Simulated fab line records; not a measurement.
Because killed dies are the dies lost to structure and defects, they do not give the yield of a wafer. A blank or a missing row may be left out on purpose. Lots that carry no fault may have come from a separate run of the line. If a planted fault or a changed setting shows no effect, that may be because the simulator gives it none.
A single fault, viewed from 2 desks + flow berkeley_cmos170 + each desk holds nothing but its own numbers, with what lay behind them at the end

## FOR THE TOOL OWNER'S DESK: furnace-04
At UCB170_WELLDRIVE_ANNEAL_03 (time 900 s), the tool's own readings, given per lot that ran on this tool as the mean of the sampled wafers with a number. Any lot whose mean is over 4 standard deviations away from the usual mean is out of limits and marked OUT; that distance is given in the brackets.
Columns: A = zone_power_load_pct at UCB170_WELLDRIVE_ANNEAL_03, usual 46 %
| lot  | first seen here | A  |
|------|-----------------|----|
| L319 | day 4 04:59     | 51 |
| L324 | day 5 05:38     | 50 |
| L328 | day 6 04:52     | 51 |
| L329 | day 6 04:52     | 50 |
Finding of this desk: none of the 4 lots has anything out of limits.

## METROLOGY DESK
What the gauges read, lot by lot, whatever tool the lot ran on: means of the sampled wafers that have a number. Any lot whose mean is over 4 standard deviations away from the usual mean is out of limits and marked OUT; that distance is given in the brackets. Readings shown: 7 of its 9, picked as those furthest out on some lot.
Columns: A = WELLDRIVE_OXIDE_THK at UCB170_WELLDRIVE_THK_MEAS_02, usual 198 nm; B = ACTIVE_OXIDE_THK at UCB170_ACTIVE_THK_MEAS_03, usual 26.2 nm; C = ACTIVE_NITRIDE_THK at UCB170_ACTIVE_THK_MEAS_06, usual 219.9 nm; D = cd_nm at UCB170_ACTIVE_CD_MEAS_13, usual 1201.0 nm; E = ACTIVE_OVL at UCB170_ACTIVE_OVL_MEAS_14, usual 0 nm; F = cd_nm at UCB170_ACTIVE_CD_MEAS_90, usual 1200.9 nm; G = PFIELD_OVL at UCB170_PFIELD_OVL_MEAS_06, usual 1 nm
| lot  | first seen here | A   | B    | C     | D      | E  | F      | G  |
|------|-----------------|-----|------|-------|--------|----|--------|----|
| L319 | day 3 10:13     | 198 | 26.1 | 218.8 | 1202.4 | -0 | 1202.6 | 6  |
| L320 | day 4 02:23     | 202 | 26.6 | 218.8 | 1198.1 | -5 | 1198.2 | 3  |
| L321 | day 4 02:37     | 200 | 27.1 | 222.0 | 1200.4 | -0 | 1200.4 | -7 |
| L324 | day 4 10:58     | 198 | 26.2 | 218.4 | 1201.9 | -1 | 1201.7 | -7 |
| L328 | day 5 10:05     | 202 | 25.6 | 218.9 | 1200.4 | -3 | 1200.2 | 1  |
| L329 | day 5 10:22     | 199 | 26.6 | 220.5 | 1201.4 | 3  | 1201.6 | 5  |
Finding of this desk: none of the 6 lots has anything out of limits.

## BROUGHT TOGETHER
Nothing out of limits was seen by the tool owner's desk.
At the metrology desk, nothing out of limits was observed.

## WHAT THE SIMULATOR HAD PUT IN
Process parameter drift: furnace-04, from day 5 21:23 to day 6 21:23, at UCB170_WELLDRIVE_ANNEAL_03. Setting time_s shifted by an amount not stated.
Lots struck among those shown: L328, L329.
